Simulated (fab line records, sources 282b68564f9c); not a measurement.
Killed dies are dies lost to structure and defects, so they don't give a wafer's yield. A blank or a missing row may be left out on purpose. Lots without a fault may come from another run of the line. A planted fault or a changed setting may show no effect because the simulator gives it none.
fab line records | flow rit_cmos
record lots=12 wafers=36 last_day=7
route steps=202 shown SPACER@128
lots that met no fault: from a run of the same line without faults
start_h: hours from the record's first day to the start of the lot's first wafer shown | wait_h: hours since the lot's step before | " the same as in the row above | L1.1+2: a row that stands for several wafers | - no value, or no start given | * or withheld: withheld | < > ~ a bound
route shown NAME@n: a module of which the file shows steps, and the number in the route of the first | usual: mean/standard deviation of fault-free wafers | same: alike in all rows | chamber/n: place in a boat | sites: the reading at each site | _std_site: their standard deviation | _edge_site: outer sites' mean less inner sites' | radius_mm: how far each site lies from the wafer's centre | mask NAME#n: copy n | behind: the tool/chamber that last shaped the wafer | hold: why the lot was held/for how many hours/how that ended | device: the transistor (n, p or np) that didn't switch | end of line: the same wafers' tests at the end of the route | a step without rows: its recipe alone | killed: dies lost to structure and defects at the first sort, not the wafer's yield | map: a wafer's dies, x killed, . not, _ none there
set.NAME: the setting as run; set.NAME@STEP: as run at that earlier step | model.NAME: the simulator's own value behind a step, which no gauge read
steps of the route over a sample of lots; a table a step, a row a wafer
services: from which hour (start_h, from the record's first day; less than 0 if before it) a tool's chamber was out of use, for how many hours, and why
## steps
# step RIT_SPACER_CVD_03
# recipe material=Si3N4 target_thk_nm=250 temp_c=810 precursor=SiH2Cl2/NH3 time_s=3300 pressure_mtorr=289.8 sih2cl2_flow_sccm=60 nh3_flow_sccm=150
# usual sih2cl2_flow_sccm=59.98/0.2
# columns lot.wafer tool chamber start_h wait_h sih2cl2_flow_sccm
L444.1 lpcvd-02 1 47.69 0.0 59.81
L444.4 " 1 " " 59.86
L444.6 " 1 " " 59.87
L445.1 lpcvd-02 0 50.36 0.0 59.89
L445.3 " 0 " " 60.10
L445.4 " 0 " " 59.91
L447.3 lpcvd-02 1 63.19 0.0 90.28
L447.4 " 1 " " 89.72
L447.5 " 1 " " 89.97
L448.2 lpcvd-02 1 65.53 0.0 90.24
L448.4 " 1 " " 90.10
L448.6 " 1 " " 90.26
L451.3 lpcvd-01 0 80.88 0.0 59.84
L451.4 " 0 " " 59.63
L451.6 " 0 " " 59.81
L460.3 lpcvd-01 1 124.67 0.0 59.73
L460.4 " 1 " " 59.90
L460.5 " 1 " " 60.05
L462.2 lpcvd-01 0 136.44 0.0 60.25
L462.4 " 0 " " 59.90
L462.6 " 0 " " 59.96
L463.1 lpcvd-02 0 143.81 0.0 60.01
L463.4 " 0 " " 60.06
L463.6 " 0 " " 59.78
L464.1 lpcvd-01 1 149.56 0.0 59.85
L464.5 " 1 " " 59.91
L464.6 " 1 " " 59.93
L465.2 lpcvd-02 0 150.87 0.0 60.04
L465.3 " 0 " " 59.99
L465.4 " 0 " " 60.20
L466.2 lpcvd-02 1 156.36 0.0 60.24
L466.4 " 1 " " 60.14
L466.5 " 1 " " 60.11
L467.3 lpcvd-01 0 164.77 0.0 59.99
L467.4 " 0 " " 59.76
L467.5 " 0 " " 59.98
# step RIT_SPACER_THK_MEAS_04
# recipe reads=Si3N4_of_SPACER_CVD_03
# usual SPACER_NITRIDE_THK=245.4/2.1
# columns lot.wafer tool chamber start_h wait_h SPACER_NITRIDE_THK[nm]
L444.1 film_metro-01 - 49.61 0.0 246.3
L444.4 " - " " 246.1
L444.6 " - " " 246.4
L445.1 film_metro-03 - 52.28 0.0 245.5
L445.3 " - " " 246.0
L445.4 " - " " 247.6
L447.3 film_metro-03 - 65.13 0.0 280.8
L447.4 " - " " 278.0
L447.5 " - " " 280.6
L448.2 film_metro-03 - 67.46 0.0 277.3
L448.4 " - " " 277.2
L448.6 " - " " 279.3
L451.3 film_metro-02 - 82.82 0.0 244.5
L451.4 " - " " 246.8
L451.6 " - " " 245.7
L460.3 film_metro-02 - 126.61 0.0 247.0
L460.4 " - " " 246.4
L460.5 " - " " 244.8
L462.2 film_metro-03 - 138.37 0.0 244.4
L462.4 " - " " 245.6
L462.6 " - " " 248.1
L463.1 film_metro-03 - 145.72 0.0 243.5
L463.4 " - " " 243.7
L463.6 " - " " 244.8
L464.1 film_metro-02 - 151.48 0.0 240.7
L464.5 " - " " 241.3
L464.6 " - " " 239.8
L465.2 film_metro-03 - 152.80 0.0 243.1
L465.3 " - " " 242.4
L465.4 " - " " 244.2
L466.2 film_metro-01 - 158.29 0.0 245.9
L466.4 " - " " 245.9
L466.5 " - " " 247.7
L467.3 film_metro-01 - 166.70 0.0 242.4
L467.4 " - " " 242.3
L467.5 " - " " 243.6
# step RIT_SPACER_ETCHBACK_05
# recipe target_depth_a=2500 SF6_flow_sccm=30 CHF3_flow_sccm=30 target=Si3N4 chemistry=SF6/CHF3 pressure_mtorr=40 rf_w=250 time_s=240 stop_on=SiO2
# usual CHF3_flow_sccm=29.99/0.1 drypump_motor_current_A=5.5/0.48 oes_product_au=0.833/0.016 throttle_valve_pct=10.21/0.15
# columns lot.wafer tool chamber start_h wait_h CHF3_flow_sccm drypump_motor_current_A oes_product_au rf_hours_counter_h throttle_valve_pct
L444.1 rie_diel-02 1 49.67 0.1 29.93 5.2 0.826 65 10.14
L444.4 " 2 " " 30.05 6.2 0.855 13 10.32
L444.6 " 3 " " 29.86 5.3 0.859 - 10.48
L445.1 rie_diel-03 2 52.34 0.1 29.98 6.0 0.836 162 10.37
L445.3 " 1 " " 29.95 4.6 0.820 152 10.04
L445.4 " 0 " " 30.16 5.6 0.848 120 10.06
L447.3 rie_diel-01 1 65.17 0.0 30.01 5.3 0.926 72 10.22
L447.4 " 0 " " 30.01 5.7 0.890 108 10.10
L447.5 " 0 " " 30.11 5.7 0.893 - 10.10
L448.2 rie_diel-03 2 67.51 0.0 29.93 6.1 0.913 162 10.38
L448.4 " 1 " " 29.91 4.6 0.889 152 10.06
L448.6 " 2 " " 30.02 6.1 0.909 - 10.40
L451.3 rie_diel-03 0 82.86 0.0 30.05 5.7 0.828 121 10.07
L451.4 " 3 " " 30.02 6.0 0.847 - 10.17
L451.6 " 1 " " 29.99 4.6 0.817 - 10.03
L460.3 rie_diel-01 3 126.65 0.0 29.91 4.9 0.831 0 10.31
L460.4 " 0 " " 30.12 5.7 0.810 - 10.06
L460.5 " 3 " " 30.00 4.9 0.824 - 10.30
L462.2 rie_diel-03 2 138.42 0.0 29.91 6.1 0.830 0 10.35
L462.4 " 0 " " 29.93 5.7 0.840 - 10.08
L462.6 " 3 " " 30.02 6.0 0.842 - 10.17
L463.1 rie_diel-03 2 145.78 0.1 29.82 6.1 0.833 1 10.36
L463.4 " 0 " " 29.98 5.7 0.840 - 10.10
L463.6 " 2 " " 29.99 6.0 0.829 - 10.36
L464.1 rie_diel-01 1 151.54 0.1 30.04 5.3 0.828 74 10.19
L464.5 " 1 " " 30.09 5.3 0.833 - 10.19
L464.6 " 2 " " 30.11 5.3 0.822 - 10.26
L465.2 rie_diel-03 0 152.85 0.0 30.01 5.7 0.837 122 10.09
L465.3 " 1 " " 29.82 4.6 0.829 0 10.04
L465.4 " 2 " " 30.05 6.1 0.833 1 10.36
L466.2 rie_diel-02 0 158.34 0.0 30.01 6.3 0.860 6 10.58
L466.4 " 2 " " 30.04 6.2 0.857 15 10.32
L466.5 " 0 " " 29.92 6.3 0.858 - 10.59
L467.3 rie_diel-03 1 166.74 0.0 29.91 4.6 0.828 0 10.05
L467.4 " 0 " " 29.79 5.7 0.829 123 10.10
L467.5 " 0 " " 30.17 5.7 0.834 - 10.07
## services
# columns tool chamber start_h hours kind
rie_diel-01 2 26.16 9.3 repair
rie_diel-01 - 29.30 2.1 repair
rie_diel-01 - 37.07 14.6 pm
rie_diel-01 3 76.00 - clean
rie_diel-01 3 76.00 20.0 scheduled_down
rie_diel-01 3 76.00 20.0 vent_cycle
rie_diel-03 2 81.28 - clean
rie_diel-03 2 81.28 27.5 scheduled_down
rie_diel-03 2 81.28 27.5 vent_cycle
rie_diel-01 1 91.97 6.0 repair
rie_diel-01 0 99.73 3.7 repair
rie_diel-01 - 108.20 0.7 repair
rie_diel-03 - 109.82 2.8 pm
rie_diel-01 1 123.27 3.6 repair
rie_diel-02 - 128.31 1.4 repair
rie_diel-03 1 130.25 - clean
rie_diel-03 1 130.25 19.8 scheduled_down
rie_diel-03 1 130.25 19.8 vent_cycle
rie_diel-02 2 131.29 5.3 repair
rie_diel-01 2 132.34 2.6 repair
rie_diel-03 3 141.57 7.8 repair
## key
first_sign step=RIT_SPACER_CVD_03 reading=sih2cl2_flow_sccm direction=up sigmas=99+ usual=59.98 struck=90.10
effect step=RIT_SPACER_THK_MEAS_04 reading=SPACER_NITRIDE_THK direction=up sigmas=16 usual=245.4 struck=278.9
effect step=RIT_SPACER_ETCHBACK_05 reading=oes_product_au direction=up sigmas=4.3 usual=0.833 struck=0.903
met_at RIT_SPACER_CVD_03
struck_lots L447,L448
struck_wafers L447.3,L447.4,L447.5,L448.2,L448.4,L448.6
tester_left_out L447,L448
fault kind=process_parameter_drift tool=lpcvd-02 chamber=1 onset_h=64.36 steps=RIT_SPACER_CVD_03 channel=sih2cl2_flow_sccm offset=30 shape=step end_h=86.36 acts_in=these_recipes_only stated=60
# tester_left_out: of these lots the tester's yield and bins aren't shown, on N5 and GAA mostly nor the transistor test; their killed dies are dies lost to structure and defects alone, not to doping, threshold or leakage, so they don't give the yield
